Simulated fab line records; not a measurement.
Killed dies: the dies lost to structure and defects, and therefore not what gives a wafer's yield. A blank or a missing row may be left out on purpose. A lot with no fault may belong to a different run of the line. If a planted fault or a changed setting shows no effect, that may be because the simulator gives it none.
Comparing a struck lot with a sound one :: flow rit-cmos :: 38 out of 202 route steps
Sound: these wafers, L486.3, L486.4, L486.5. Wafers struck: L497.2, L497.4, L497.6. The cause comes at the end.
Per side, at each step with rows, come the tool, then ch with its chambers, and then its first start. Under that, the readings that differ: sound wafers :: struck wafers :: difference of the means :: sigmas: that difference in standard deviations of wafers without a fault.
alike: a reading whose means differ by less than 2 such deviations, as well as words and numbers matching on both sides. not compared: withheld readings; readings where some wafer has no value; bounds like >300 that might hide an equal value; numbers whose values overlap and for which the record gives no deviation.
The two part at a step that has a row with sigmas, a row that says differs or no value, or rows on one side only. Numbers that have no deviation but don't overlap get no sigmas and don't part them. Lack of a reading on every wafer of one side parts them only where that side has two or more wafers.

first, 3 steps without rows for these wafers: RIT_GATE_EXPOSE_13 (exposes mask M6, target cd 150 nm); RIT_GATE_PEB_14; RIT_GATE_DEVELOP_15 (develop time 50 s).
RIT_GATE_CD_MEAS_16: the cd target is 150 nm.
  struck on cd-sem-01, day 6 21:22; sound on cd-sem-02, day 4 08:32
  alike: cd-nm
RIT_GATE_OVL_MEAS_17:
  struck on overlay-02, day 6 21:28; sound on overlay-02, day 4 08:38
  alike: GATE_OVL
then, 1 step without rows for these wafers: RIT_GATE_HARDBAKE_18 (time 60 s).
RIT_GATE_ETCH_19: etches poly-Si in SF6/CHF3/O2, stops on SiO2, time 165 s, target depth 312.5 nm.
  sound on rie-si-02 ch 0,2, day 4 08:48; struck on rie-si-02 ch 0,1,2, day 6 21:39
  alike: drypump-motor-current-A, oes-product-au, throttle-valve-pct
  not compared: rf-hours-counter-h
RIT_GATE_STRIP_20: strips in O2, time 180 s.
  sound on plasma-asher-01 ch 0,1, day 4 08:58; struck on plasma-asher-04 ch 0,1, day 6 21:46
reading: drypump-motor-current-A (A)
sound: 4.9 5.0 5.0
struck: 5.3 5.9 5.9
difference: +0.7
sigmas: +2
  not compared: rf-hours-counter-h
RIT_GATE_CD_MEAS_90: the cd target is 150 nm.
  struck on cd-sem-02, day 6 21:58; sound on cd-sem-01, day 4 09:08
  alike: cd-nm
then, 3 steps without rows for these wafers: RIT_REOX_CLEAN_00 (cleans in SC1, time 600 s); RIT_REOX_CLEAN_01 (cleans in dHF, time 29.24 s); RIT_REOX_CLEAN_02 (cleans in SC2, time 600 s).
RIT_REOX_OXIDATION_03: target thk 25.2 nm, ox time 5580 s.
  sound on furnace-04 ch 0, day 4 12:11; struck on furnace-01 ch 0, day 6 23:24
reading: spike-tc-centre-C (C)
sound: 902.5 902.4 901.4
struck: 878.4 876.8 875.6
difference: -25.2
sigmas: -17

reading: spike-tc-load-C (C)
sound: 924.9 926.4 926.6
struck: 903.3 900.7 902.5
difference: -23.8
sigmas: -22

reading: spike-tc-source-C (C)
sound: 921.9 921.4 921.8
struck: 898.4 898.5 898.6
difference: -23.2
sigmas: -17

reading: tube-center-temp-C (C)
sound: 899.95 899.87 900.01
struck: 875 874.77 875.04
difference: -25
sigmas: -99 or more

reading: tube_center_temp_C_max
sound: 902.4 902.5 902.2
struck: 877.2 876.7 878.0
difference: -25.1
sigmas: -56

reading: model.SiO2_of_REOX_OXIDATION_03.thk-nm (nm)
sound: 24.24 24.49 24.37
struck: 19.54 19.55 19.53
difference: -4.83
sigmas: 
RIT_REOX_THK_MEAS_04:
  struck on film-metro-02, day 7 01:58; sound on film-metro-04, day 4 14:45
reading: REOX_OXIDE_THK (nm)
sound: 24.2 24.5 24.4
struck: 19.6 19.5 19.5
difference: -4.8
sigmas: -9
then, 6 steps without rows for these wafers: RIT_NLDD_HMDS_00 (prime time 60 s); RIT_NLDD_COAT_01 (resist thk 1000 nm); RIT_NLDD_SOFTBAKE_02 (time 60 s); RIT_NLDD_EXPOSE_03 (exposes mask M7, target cd 40700 nm); RIT_NLDD_PEB_04; RIT_NLDD_DEVELOP_05 (develop time 50 s).
RIT_NLDD_OVL_MEAS_06:
  struck on overlay-02, day 7 03:14; sound on overlay-02, day 4 15:39
  alike: NLDD_OVL
then, 2 steps without rows for these wafers: RIT_NLDD_HARDBAKE_07 (time 60 s); RIT_NLDD_IMPLANT_08.
RIT_NLDD_STRIP_09: strips in O2, time 180 s.
  sound on plasma-asher-03 ch 0,1, day 4 16:02; struck on plasma-asher-03 ch 0,1, day 7 03:34
  alike: drypump-motor-current-A
  not compared: rf-hours-counter-h
RIT_NLDD_TW_MEAS_10:
  struck on film-metro-04, day 7 03:45; sound on film-metro-02, day 4 16:10
  alike: NLDD_TW
then, 6 steps without rows for these wafers: RIT_PLDD_HMDS_00 (prime time 60 s); RIT_PLDD_COAT_01 (resist thk 1000 nm); RIT_PLDD_SOFTBAKE_02 (time 60 s); RIT_PLDD_EXPOSE_03 (exposes mask M8, target cd 40900 nm); RIT_PLDD_PEB_04; RIT_PLDD_DEVELOP_05 (develop time 50 s).
RIT_PLDD_OVL_MEAS_06:
  struck on overlay-02, day 7 04:53; sound on overlay-02, day 4 17:05
  alike: PLDD_OVL
then, 2 steps without rows for these wafers: RIT_PLDD_HARDBAKE_07 (time 60 s); RIT_PLDD_IMPLANT_08.
RIT_PLDD_STRIP_09: strips in O2, time 180 s.
  sound on plasma-asher-02 ch 0,1, day 4 17:28; struck on plasma-asher-03 ch 0, day 7 05:16
reading: drypump-motor-current-A (A)
sound: 5.31 5.36 5.34
struck: 5.88 5.87 5.87
difference: +0.54
sigmas: +2
  not compared: rf-hours-counter-h
RIT_PLDD_TW_MEAS_10:
  struck on film-metro-02, day 7 05:27; sound on film-metro-02, day 4 17:35
  alike: PLDD_TW
RIT_SPACER_CLEAN_00: cleans in SC1, time 600 s.
  sound on wet-bench-04 ch 2, day 4 17:38; struck on wet-bench-03 ch 1, day 7 05:30
reading: model.SiO2_of_REOX_OXIDATION_03.thk-nm (nm)
sound: 22.36 22.58 22.47
struck: 18.03 18.03 18.01
difference: -4.45
sigmas: 
then, 1 step without rows for these wafers: RIT_SPACER_CLEAN_01 (cleans in dHF, time 30 s).

== WHERE THEY PART ==
First at RIT_GATE_STRIP_20; last, within this record, at RIT_PLDD_STRIP_09. Later steps at which nothing parts them and some readings are alike: RIT_PLDD_TW_MEAS_10.

WHY: the cause the simulator had injected
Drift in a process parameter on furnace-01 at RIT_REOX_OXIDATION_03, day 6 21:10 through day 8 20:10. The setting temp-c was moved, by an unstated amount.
